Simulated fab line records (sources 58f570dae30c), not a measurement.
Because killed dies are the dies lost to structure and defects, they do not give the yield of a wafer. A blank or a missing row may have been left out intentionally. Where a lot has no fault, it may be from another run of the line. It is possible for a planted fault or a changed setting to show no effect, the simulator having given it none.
Problem report, 8D (eight disciplines) form, completed by code | flow berkeley-cmos170 | the parts of the form that need people (team, actions taken, sign-off) are left out

1. PROBLEM STATEMENT
Wafers without a fault read 223.0 s, standard deviation 0.39; run-length-s at UCB170_M3_METAL_ETCH_18 reads a mean of 293.5 s on 6 wafers belonging to 2 lots. That is +99 or more standard deviations from the usual mean.
The step: etches Al in Cl2/BCl3, stops on SiO2, target depth 1170 nm, time 195 s.
Earliest sighting: wafer L631.3 on rie-metal-01 at day 10 13:38. The record has a number at this step for 42 wafers belonging to 14 lots. The rule behind "out" and "out of limits": a value lying over 4 standard deviations away from the usual mean. Any other wafer with a number is counted as sound.

2. WHAT THIS IS AND IS NOT
question                    | is                           | is not
which readings at this step | run-length-s, oes-product-au | drypump-motor-current-A, throttle-valve-pct
which lots                  | L631, L633                   | L623, L624, L626, L627, L634, L635, L637, L638, L642, L643, L645, L646
which wafers of those lots  | all that have a number       | -
read on which tools         | rie-metal-01                 | rie-metal-02, rie-metal-03
when                        | from day 10 13:38            | up to then (12 sound wafers); but 24 sound wafers of L634, L635, L637, L638, L642, L643, L645, L646 came after

3. SUSPECTS, AND WHAT RULES EACH OUT
Counting: a tool at any process step up to the reading remains a suspect when it ran all the lots that are out and ran no sound lot after the first of those.
- rie-metal-01 at UCB170_M3_METAL_ETCH_18 (etches Al in Cl2/BCl3, stops on SiO2, target depth 1170 nm, time 195 s): ruled out as a lasting fault. After its first lot that is out, L631 (day 10 13:38), sound lots L646 ran on it.
Left after counting: nothing in the record.

4. THE CAUSE (what the simulator had put in)
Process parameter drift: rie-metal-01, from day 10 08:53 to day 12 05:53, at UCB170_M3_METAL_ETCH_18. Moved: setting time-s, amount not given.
Counting ruled it out, wrongly.

5. THE CHAIN OF EFFECTS, in route order
One row per reading whose mean, taken over the struck wafers that have a number, lies over 3 standard deviations from the usual. Only readings for which the record gives a usual standard deviation are gone through. hours: the time from each lot's start at the first step in this table that gives one to its start at this step, as a median over the lots. sigmas: the change in usual standard deviations.
hours | step                    | reading        | usual      | on struck wafers | change | sigmas
0     | UCB170_M3_METAL_ETCH_18 | oes-product-au | 0.853 a.u. | 0.719            | -0.134 | -7.9
0     | UCB170_M3_METAL_ETCH_18 | run-length-s   | 223.0 s    | 293.5            | +70.5  | +99 or more
0     | UCB170_M3_STRIP_19      | oes-product-au | 0.526 a.u. | 0.312            | -0.214 | -7.9
The process steps in it:
- UCB170_M3_METAL_ETCH_18: etches Al in Cl2/BCl3, stops on SiO2, target depth 1170 nm, time 195 s.
- UCB170_M3_STRIP_19: strips in O2.

6. HOW IT WOULD HAVE BEEN CAUGHT EARLIER
In this record the first reading out of limits was taken at day 10 13:38, 5 hours after the fault began at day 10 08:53.
